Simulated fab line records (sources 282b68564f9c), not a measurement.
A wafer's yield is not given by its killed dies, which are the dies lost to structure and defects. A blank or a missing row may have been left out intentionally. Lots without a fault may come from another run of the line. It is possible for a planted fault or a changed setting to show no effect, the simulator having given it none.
fab line records    flow rit-cmos
record lots=6  wafers=18  last-day=6
route steps=202 shown GATE@94 REOX@98 NLDD@103
lots untouched by any fault: they come from a run of this same line in which no faults occurred
start-h: hours from the record's first day to the start of the lot's first wafer shown    wait-h: time in hours since the lot's previous step    " repeats the value in the row above    L1.1+2: one row covering several wafers at once    - no value, or no start given    * or withheld: withheld    < > ~ a bound
route shown NAME@n: NAME is a module with steps in the file, n the number in the route of the first one    usual: the fault-free wafers' mean and standard deviation    same: alike in all rows    chamber/n: place in a boat    sites: the reading at each site    _std_site: standard deviation of those values    _edge_site: the outer-site mean with the inner-site mean subtracted    radius-mm: how far each site lies from the wafer's centre    mask NAME#n: copy n    behind: the most recent tool/chamber to have shaped the wafer    hold: why the lot was held/for how many hours/how that ended    device: names the non-switching transistor (n, p or np)    end of line: the tests these same wafers got at the end of their route    where a step has no rows: the recipe by itself    killed: count of dies lost to structure and defects at first sort (not the wafer's yield)    map: dies across one wafer; x = killed, . = not, _ = none there
set.NAME: setting as actually run; set.NAME@STEP: the setting as run at that earlier step    model.NAME: the simulator's own value behind a step, which no gauge read
lots seen at some steps along the route; tables by step, rows by wafer
services: the hour from which a tool's chamber was out of use, counted from the record's first day as start-h (under 0 if before that day), plus the number of hours and why
## steps
# step RIT_GATE_HARDBAKE_18
# recipe resist=NOVOLAK  temp-c=140  time-s=60
# step RIT_GATE_ETCH_19
# recipe chemistry=SF6/CHF3/O2  time-s=165  SF6_flow_sccm=30  CHF3_flow_sccm=30  O2_flow_sccm=5  target=poly-Si  pressure-mtorr=40  rf-w=160  target-depth-a=3125  over-etch-frac=0.25  stop-on=SiO2
# usual drypump-motor-current-A=6.2/0.38  he-backside-leak-sccm=2.79/0.27  oes-product-au=0.847/0.016  throttle-valve-pct=10.22/0.14
lot.wafer  tool       chamber  start-h  wait-h  drypump-motor-current-A  he-backside-leak-sccm  oes-product-au  rf-hours-counter-h  throttle-valve-pct
L325.3     rie-si-01  3        43.73    0.1     6.4                      2.69                   0.845           74                  10.28
L325.4     "          2        "        "       5.5                      2.29                   0.872           92                  10.10
L325.6     "          2        "        "       5.5                      2.40                   0.872           -                   10.13
L327.2     rie-si-01  0        54.66    0.1     6.7                      2.81                   0.844           158                 10.29
L327.3     "          1        "        "       6.2                      3.24                   0.833           111                 9.91
L327.6     "          1        "        "       6.2                      3.18                   0.839           -                   9.89
L336.1     rie-si-02  1        97.34    0.1     6.7                      2.85                   0.870           54                  10.20
L336.4     "          0        "        "       5.8                      3.08                   0.840           95                  10.35
L336.5     "          1        "        "       6.6                      2.78                   0.873           -                   10.21
L337.1     rie-si-01  0        105.03   0.1     6.7                      2.45                   0.860           0                   10.29
L337.5     "          2        "        "       5.6                      2.47                   0.869           -                   10.11
L337.6     "          3        "        "       6.4                      2.56                   0.832           -                   10.29
L340.1     rie-si-02  2        118.52   0.1     6.0                      2.60                   0.850           129                 10.22
L340.5     "          2        "        "       6.0                      2.84                   0.847           -                   10.24
L340.6     "          1        "        "       6.6                      2.84                   0.861           -                   10.22
L341.2     rie-si-01  0        123.46   0.1     6.7                      2.60                   0.865           0                   10.31
L341.5     "          1        "        "       6.2                      3.14                   0.844           -                   9.90
L341.6     "          2        "        "       5.5                      2.40                   0.870           -                   10.13
# step RIT_GATE_STRIP_20
# recipe chemistry=O2  time-s=180  resist=NOVOLAK  platen-temp-c=withheld  power-w=500  pressure-mtorr=4000  o2-flow-sccm=4000
# usual drypump-motor-current-A=5.4/0.46  rf-refl-power-W=6.8/1.4
lot.wafer  tool             chamber  start-h  wait-h  drypump-motor-current-A  rf-hours-counter-h  rf-refl-power-W
L325.3     plasma-asher-04  0        43.89    0.1     5.4                      -                   5.3
L325.4     "                1        "        "       4.9                      -                   5.4
L325.6     "                0        "        "       5.4                      -                   5.2
L327.2     plasma-asher-03  1        54.77    0.1     6.7                      41                  8.0
L327.3     "                1        "        "       6.7                      -                   8.1
L327.6     "                0        "        "       6.4                      -                   5.5
L336.1     plasma-asher-04  1        97.45    0.1     4.9                      46                  5.3
L336.4     "                1        "        "       4.9                      -                   5.6
L336.5     "                0        "        "       5.4                      -                   5.7
L337.1     plasma-asher-01  1        105.13   0.1     5.7                      32                  7.3
L337.5     "                1        "        "       5.7                      -                   7.3
L337.6     "                0        "        "       5.2                      -                   9.1
L340.1     plasma-asher-01  1        118.63   0.1     5.7                      34                  7.3
L340.5     "                0        "        "       5.2                      -                   8.7
L340.6     "                1        "        "       5.7                      -                   7.2
L341.2     plasma-asher-01  0        123.56   0.1     5.2                      35                  8.9
L341.5     "                0        "        "       5.2                      -                   8.7
L341.6     "                1        "        "       5.7                      -                   7.5
# step RIT_GATE_CD_MEAS_90
# recipe target-cd-nm=150
# usual cd-nm=149.6/2.5
lot.wafer  tool       chamber  start-h  wait-h  cd-nm
L325.3     cd-sem-02  -        44.05    0.1     147.3
L325.4     "          -        "        "       148.7
L325.6     "          -        "        "       148.5
L327.2     cd-sem-01  -        54.97    0.1     147.9
L327.3     "          -        "        "       150.4
L327.6     "          -        "        "       148.7
L336.1     cd-sem-01  -        97.62    0.1     147.8
L336.4     "          -        "        "       149.9
L336.5     "          -        "        "       146.9
L337.1     cd-sem-02  -        105.31   0.1     146.6
L337.5     "          -        "        "       145.8
L337.6     "          -        "        "       147.4
L340.1     cd-sem-01  -        118.80   0.1     147.5
L340.5     "          -        "        "       149.3
L340.6     "          -        "        "       148.5
L341.2     cd-sem-02  -        123.76   0.1     150.1
L341.5     "          -        "        "       147.1
L341.6     "          -        "        "       147.6
# step RIT_REOX_CLEAN_00
# recipe chemistry=SC1  mix=3:3:50  time-s=600  temp-c=75
# step RIT_REOX_CLEAN_01
# recipe chemistry=dHF  dilution=50:1  time-s=30
# step RIT_REOX_CLEAN_02
# recipe chemistry=SC2  mix=3:3:50  time-s=600  temp-c=75  dry=n2-spin
# step RIT_REOX_OXIDATION_03
# recipe temp-c=900  ambient=O2  target-thk-a=252  ox-time-s=5580
# step RIT_REOX_THK_MEAS_04
# recipe reads=SiO2_of_REOX_OXIDATION_03
# usual REOX_OXIDE_THK=25.3/0.49
lot.wafer  tool           chamber  start-h  wait-h  REOX_OXIDE_THK[nm]
L325.3     film-metro-03  -        47.14    0.0     26.0
L325.4     "              -        "        "       25.8
L325.6     "              -        "        "       25.4
L327.2     film-metro-03  -        58.00    0.0     25.9
L327.3     "              -        "        "       26.4
L327.6     "              -        "        "       25.8
L336.1     film-metro-01  -        100.96   0.0     25.2
L336.4     "              -        "        "       24.8
L336.5     "              -        "        "       24.9
L337.1     film-metro-01  -        108.35   0.0     24.9
L337.5     "              -        "        "       25.2
L337.6     "              -        "        "       25.2
L340.1     film-metro-04  -        121.84   0.0     25.8
L340.5     "              -        "        "       25.4
L340.6     "              -        "        "       25.8
L341.2     film-metro-01  -        126.79   0.0     26.0
L341.5     "              -        "        "       26.2
L341.6     "              -        "        "       26.2
# step RIT_NLDD_HMDS_00
# recipe prime-time-s=60  prime-temp-c=140
# step RIT_NLDD_COAT_01
# recipe resist=NOVOLAK  spin-rpm=3250  resist-thk-nm=1000
# step RIT_NLDD_SOFTBAKE_02
# recipe resist=NOVOLAK  temp-c=90  time-s=60
# step RIT_NLDD_EXPOSE_03
# recipe mask-id=M7  na=0.57  target-cd-nm=40700  dose-mj=250
# usual exposure-dose-mJ-cm2=249.96/0.26  focus-offset-nm=-0.1/0.47  stage-vel-mm-s=499.95/0.24
lot.wafer  tool              chamber  start-h  wait-h  mask  exposure-dose-mJ-cm2  focus-offset-nm  stage-vel-mm-s
L325.3     iline-stepper-02  0        47.67    0.1     M7#0  249.94                -0.8             499.59
L325.4     "                 0        "        "       M7#0  249.74                0.1              499.50
L325.6     "                 0        "        "       M7#0  250.12                -0.4             499.77
L327.2     iline-stepper-01  0        58.51    0.1     M7#0  249.83                -0.1             500.41
L327.3     "                 0        "        "       M7#0  249.62                -0.2             500.29
L327.6     "                 0        "        "       M7#0  249.47                -0.3             500.11
L336.1     iline-stepper-02  -        101.47   0.1     M7#0  -                     -                -
L336.4     "                 -        "        "       M7#0  -                     -                -
L336.5     "                 -        "        "       M7#0  -                     -                -
L337.1     iline-stepper-02  -        108.86   0.1     M7#0  -                     -                -
L337.5     "                 -        "        "       M7#0  -                     -                -
L337.6     "                 -        "        "       M7#0  -                     -                -
L340.1     iline-stepper-02  0        122.35   0.1     M7#0  250.30                -0.8             499.71
L340.5     "                 0        "        "       M7#0  250.22                0.3              499.63
L340.6     "                 0        "        "       M7#0  250.04                -0.2             499.78
L341.2     iline-stepper-01  0        127.43   0.2     M7#0  249.98                0.6              500.13
L341.5     "                 0        "        "       M7#0  249.95                0.5              500.06
L341.6     "                 0        "        "       M7#0  249.69                0.0              499.98
# step RIT_NLDD_PEB_04
# recipe resist=NOVOLAK  temp-c=withheld  time-s=withheld
## services
tool              chamber  start-h  hours  kind
iline-stepper-02  -        20.55    17.0   repair
rie-si-02         3        29.98    2.1    repair
plasma-asher-04   -        31.89    3.0    repair
iline-stepper-02  -        56.60    4.4    pm
plasma-asher-04   -        68.29    2.8    pm
rie-si-01         0        74.96    -      clean
rie-si-01         0        74.96    23.1   scheduled-down
rie-si-01         0        74.96    23.1   vent-cycle
iline-stepper-01  -        77.74    21.2   repair
plasma-asher-03   -        93.48    28.1   pm
rie-si-02         -        94.07    2.8    pm
rie-si-01         -        99.34    0.7    repair
iline-stepper-01  -        113.09   2.1    pm
iline-stepper-01  -        115.17   -      consumable-replace:lamp
iline-stepper-01  0        119.81   -      calibration
rie-si-01         1        127.30   2.6    repair
## key
first-sign step=RIT_NLDD_EXPOSE_03  reading=tool-record  direction=missing
effect none on later readings
met-at RIT_NLDD_EXPOSE_03
struck-wafers L336.1,L336.4,L336.5,L337.1,L337.5,L337.6
rows-end L336.1,L336.4,L336.5
sort-left-out L337.1,L337.5,L337.6
tester-left-out L337
onset-between 47.67 101.47
fault kind=skipped-step-whole  tool=iline-stepper-02  chamber=-  onset-h=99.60  steps=RIT_NLDD_EXPOSE_03  scope=struck-lots-only
# tester-left-out: of these lots the tester's yield and bins aren't shown, on N5 and GAA mostly nor the transistor test; their killed dies are dies lost to structure and defects alone, not to doping, threshold or leakage, so they don't give the yield
# sort-left-out: the simulated sort isn't trusted on such a fault, so these wafers' sort isn't shown, and their yield isn't known
# rows-end: these wafers met a further fault down the route, and their rows from its step on are left out
